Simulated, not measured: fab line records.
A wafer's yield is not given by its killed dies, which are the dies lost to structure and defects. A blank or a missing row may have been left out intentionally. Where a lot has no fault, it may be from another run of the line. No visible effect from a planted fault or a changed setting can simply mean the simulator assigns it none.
2 desks, one fault	flow berkeley-cmos170	numbers are kept per desk, each desk with only its own; the story behind them comes last

## FOR THE TOOL OWNER'S DESK: rie-diel-01
The tool's own readings at UCB170_V1_ETCH_14 (etches SiO2 in CHF3/CF4/Ar, stops on Al, target depth 1250 nm, time 291 s): means of the sampled wafers that have a number, for each lot that ran on this tool. If a lot's mean is further than 4 standard deviations from the usual mean, the lot is out of limits and carries the mark OUT (the distance appears in the brackets).
Columns: A = drypump-motor-current-A at UCB170_V1_ETCH_14, usual 5.7 A; B = oes-product-au at UCB170_V1_ETCH_14, usual 0.875 a.u.; C = run-length-s at UCB170_V1_ETCH_14, usual 319.4 s; D = throttle-valve-pct at UCB170_V1_ETCH_14, usual 7.01 %
lot	first seen here	A	B	C	D
L848	day 6 17:19	5.6	0.867	319.3	6.98
L853	day 9 01:23	5.1	0.872	319.9	7.19
L857	day 9 05:39	5.4	0.874	319.5	7.12
L860	day 10 09:51	5.4	0.875	319.5	6.90
L868	day 11 22:43	5.6	0.858	332.7 (+28) OUT	6.94
This desk's finding: out of limits on L868; first on L868, day 11 22:43 (run-length-s at UCB170_V1_ETCH_14). L848, L853, L857, L860: within limits.

## AT THE METROLOGY DESK
What the gauges read, lot by lot, whatever tool the lot ran on: means of the sampled wafers that have a number. If a lot's mean is further than 4 standard deviations from the usual mean, the lot is out of limits and carries the mark OUT (the distance appears in the brackets).
Columns: A = CONTACT_PSG_THK at UCB170_CONTACT_THK_MEAS_02, usual 698 nm
lot	first seen here	A
L848	day 6 02:47	701
L851	day 7 12:20	695
L852	day 7 12:31	695
L849	day 7 16:04	702
L853	day 8 05:29	690
L856	day 8 12:22	694
L855	day 8 13:10	693
L857	day 8 13:10	702
L858	day 9 08:56	701
L860	day 9 22:44	700
L862	day 9 22:44	702
L865	day 10 10:29	703
L868	day 11 11:40	689
This desk found nothing out of limits on any of the 13 lots.

## TAKEN TOGETHER
An alarm could have come from the tool owner's desk at day 11 22:43, on L868.
Metrology desk: nothing out of limits seen.
The metrology desk holds a record of L868, inside its limits.
The lots listed all ran UCB170_V1_ETCH_14 on rie-diel-01.

## WHAT HAD BEEN PUT IN BY THE SIMULATOR
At UCB170_V1_ETCH_14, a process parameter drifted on rie-diel-01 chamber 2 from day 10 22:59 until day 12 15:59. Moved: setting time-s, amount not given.
Struck lots among those shown: L868.
Delay in hours, fault start to first out-of-limits reading, by desk: the tool owner's desk at 24.
